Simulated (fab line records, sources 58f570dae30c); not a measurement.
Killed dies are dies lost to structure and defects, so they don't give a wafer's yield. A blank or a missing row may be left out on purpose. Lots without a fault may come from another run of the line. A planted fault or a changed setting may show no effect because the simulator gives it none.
Split-lot experiment | flow berkeley_cmos170 | 5 lots, 23 wafers read, on a route of 331 steps

THE SPLIT
At UCB170_M2_PEB_13, the setting peb_temp_c was moved away from the recipe's 130 C on 9 of the 23 wafers read, by -1.8% to +2.8%. The other wafers ran this setting at the recipe's value.

FROM THE SPLIT TO THE READING: what the file shows between them, 5 steps
- UCB170_M2_DEVELOP_14: develop time 45 s
- UCB170_M2_CD_MEAS_15: target cd 700 nm
- UCB170_M2_ETCH_17: etches BARC in N2/H2
- UCB170_M2_METAL_ETCH_18: etches Al in Cl2/BCl3, stops on SiO2, target depth 1170 nm, time 195 s
- UCB170_M2_STRIP_19: strips in O2

THE READING
cd_nm, in nm, at UCB170_M2_CD_MEAS_90 (target cd 700 nm). Fault-free wafers of this fab line usually give 701.3 nm, standard deviation 2.1 nm.

wafer  | tool, chamber at the split | peb_temp_c as run, C | against the recipe | cd_nm, nm | against lot-mates on the recipe
L074.1 | litho_track-03, 0          | 132.9                | +2.2%              | 683.7     | -18.6
L074.2 | litho_track-03, 0          | 130                  | recipe             | 701.4     | -
L074.3 | litho_track-03, 0          | 132.9                | +2.2%              | 682.0     | -20.3
L074.4 | litho_track-03, 0          | 130                  | recipe             | 703.3     | -
L074.6 | litho_track-03, 0          | 132.9                | +2.2%              | 685.3     | -17.0
L076.1 | litho_track-04, 0          | 130                  | recipe             | 699.3     | -
L076.3 | litho_track-04, 0          | 133.5                | +2.7%              | 677.3     | -21.6
L076.4 | litho_track-04, 0          | 130                  | recipe             | 697.7     | -
L076.5 | litho_track-04, 0          | 130                  | recipe             | 699.7     | -
L076.6 | litho_track-04, 0          | 133.5                | +2.7%              | 677.6     | -21.3
L079.1 | litho_track-02, 0          | 127.7                | -1.8%              | 717.6     | +17.3
L079.2 | litho_track-02, 0          | 127.7                | -1.8%              | 715.4     | +15.1
L079.3 | litho_track-02, 0          | 130                  | recipe             | 701.1     | -
L079.4 | litho_track-02, 0          | 130                  | recipe             | 699.5     | -
L079.6 | litho_track-02, 0          | 130                  | recipe             | 700.3     | -
L081.1 | litho_track-02, 0          | 130                  | recipe             | 701.8     | -
L081.3 | litho_track-02, 0          | 133.7                | +2.8%              | 679.3     | -21.5
L081.4 | litho_track-02, 0          | 133.7                | +2.8%              | 678.4     | -22.4
L081.5 | litho_track-02, 0          | 130                  | recipe             | 701.4     | -
L081.6 | litho_track-02, 0          | 130                  | recipe             | 699.3     | -
L083.1 | litho_track-03, 0          | 130                  | recipe             | 705.8     | -
L083.2 | litho_track-03, 0          | 130                  | recipe             | 705.6     | -
L083.3 | litho_track-03, 0          | 130                  | recipe             | 704.7     | -

THE FIT
A straight line over all 23 wafers: cd_nm changes by -8.32 nm for each +1% of peb_temp_c; r = -0.98; the points scatter about the line by 2.2 nm.
The same after taking each lot's own level away (the mean of its wafers on the recipe; 23 wafers): -8.23 nm for each +1%; r = -1.00; scatter 1.1 nm.
On that fit, the largest move of peb_temp_c shifts the reading by 23 nm.
The lots' own levels span 698.90 to 705.37 nm, that is 3.1 times the standard deviation above.
So the lot-to-lot level changes the slope little: the two slopes agree.
Check: with one of the wafers moved furthest among these (+2.8%) left out of the fit, the line predicts -23.4 nm for it against its lot-mates. It came out at -21.5 nm against them.

THE WHOLE CHAIN: every reading that the file lists as answering this split, in the file's order
step                    | what it does                                                           | reading                                                   | change (the file's fit)              | r (the file's)
UCB170_M2_CD_MEAS_15    | target cd 700 nm                                                       | cd_nm                                                     | -7.83 nm for each +1% of the setting | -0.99
UCB170_M2_ETCH_17       | etches BARC in N2/H2                                                   | M2.cd_nm (the simulator's own value, which no gauge read) | -7.87 nm for each +1% of the setting | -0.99
UCB170_M2_METAL_ETCH_18 | etches Al in Cl2/BCl3, stops on SiO2, target depth 1170 nm, time 195 s | M2.cd_nm (the simulator's own value, which no gauge read) | -8.12 nm for each +1% of the setting | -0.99
UCB170_M2_CD_MEAS_90    | target cd 700 nm                                                       | cd_nm                                                     | -8.12 nm for each +1% of the setting | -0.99

THE FILE'S OWN FIT
cd_nm changes by -8.12 nm for each +1% of peb_temp_c, r = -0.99.
